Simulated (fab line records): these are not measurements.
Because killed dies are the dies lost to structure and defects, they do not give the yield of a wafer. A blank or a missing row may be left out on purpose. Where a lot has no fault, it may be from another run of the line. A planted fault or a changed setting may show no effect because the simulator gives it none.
Lot-split experiment | flow rit cmos | 23 wafers read across 5 lots, on a route 202 steps long

== SPLIT DETAILS ==
At RIT_NRETRO_IMPLANT_08, the setting energy kev was moved away from the recipe's 70 on 4 of the 23 wafers read, by -4.5% to +4.6%. The other wafers ran this setting at the recipe's value.

Reading taken at the split's own step.

== THE READING ==
implant.drp nm (the simulator's own value, which no gauge read), in nm, at RIT_NRETRO_IMPLANT_08. There is no usual value for it anywhere in the file.

wafer  | tool, chamber at the split | energy kev as run | against the recipe | implant.drp nm, nm | against lot-mates on the recipe
L075.2 | implanter-03, 0            | 70                | recipe             | 33.94              | -
L075.4 | implanter-03, 0            | 70                | recipe             | 33.94              | -
L075.6 | implanter-03, 0            | 70                | recipe             | 33.94              | -
L075.3 | implanter-03, 0            | 66.88             | -4.5%              | 32.64              | -1.30
L075.5 | implanter-03, 0            | 66.88             | -4.5%              | 32.64              | -1.30
L076.1 | implanter-03, 0            | 70                | recipe             | 33.94              | -
L076.3 | implanter-03, 0            | 70                | recipe             | 33.94              | -
L076.4 | implanter-03, 0            | 70                | recipe             | 33.94              | -
L076.5 | implanter-03, 0            | 70                | recipe             | 33.94              | -
L076.6 | implanter-03, 0            | 70                | recipe             | 33.94              | -
L077.1 | implanter-01, 0            | 73.21             | +4.6%              | 35.24              | +1.30
L077.3 | implanter-01, 0            | 73.21             | +4.6%              | 35.24              | +1.30
L077.4 | implanter-01, 0            | 70                | recipe             | 33.94              | -
L077.5 | implanter-01, 0            | 70                | recipe             | 33.94              | -
L077.6 | implanter-01, 0            | 70                | recipe             | 33.94              | -
L078.1 | implanter-01, 0            | 70                | recipe             | 33.94              | -
L078.2 | implanter-01, 0            | 70                | recipe             | 33.94              | -
L078.3 | implanter-01, 0            | 70                | recipe             | 33.94              | -
L078.4 | implanter-01, 0            | 70                | recipe             | 33.94              | -
L078.6 | implanter-01, 0            | 70                | recipe             | 33.94              | -
L079.4 | implanter-03, 0            | 70                | recipe             | 33.94              | -
L079.5 | implanter-03, 0            | 70                | recipe             | 33.94              | -
L079.6 | implanter-03, 0            | 70                | recipe             | 33.94              | -

FIT RESULTS
A straight line over all 23 wafers: implant.drp nm changes by +0.287 nm for each +1% of energy kev; r = +1.00; the points scatter about the line by 0.0073 nm.
The same after taking each lot's own level away (the mean of its wafers on the recipe; 23 wafers): +0.287 nm for each +1%; r = +1.00; scatter 0.0073 nm.
On that fit, the largest move of energy kev shifts the reading by 1.3 nm.
The lots' own levels span 33.940 to 33.940 nm.
The two slopes are in agreement: the lot-to-lot level therefore moves the slope only a little.
Check: for one of the wafers moved furthest among these (+4.6%), held out of the fit, the line's prediction against its lot-mates is +1.32 nm. It came out at +1.3 nm against them.

== THESE WAFERS: OTHER SPLITS ==
Other splits were also applied to these wafers ahead of the reading. Each is held against what the fit with the lots' levels taken away leaves over:
other split on the same wafers     | wafers away from the commonest value | r with implant.drp nm (lot level and that fit taken away)
RIT_ACTIVE_OXIDATION_01 ox time s  | 15                                   | -0.39
RIT_ACTIVE_COAT_06 resist thk nm   | 9                                    | +0.12
RIT_ACTIVE_STRIP_14 pressure mtorr | 10                                   | +0.14
RIT_FOX2_WET_ETCH_03 time s        | 15                                   | +0.02
RIT_NWELL_IMPLANT_08 energy kev    | 7                                    | -0.20
RIT_NRETRO_COAT_01 spin rpm        | 10                                   | +0.15

== THE WHOLE CHAIN: every reading that the file lists as answering this split, in the file's order ==
step                  | what it does | reading                                                         | change (the file's fit)               | r (the file's)
RIT_NRETRO_IMPLANT_08 |              | implant.rp nm (the simulator's own value, which no gauge read)  | +0.882 nm for each +1% of the setting | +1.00
RIT_NRETRO_IMPLANT_08 |              | implant.drp nm (the simulator's own value, which no gauge read) | +0.287 nm for each +1% of the setting | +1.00

== FILE'S OWN FIT ==
implant.drp nm changes by +0.287 nm for each +1% of energy kev, r = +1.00.
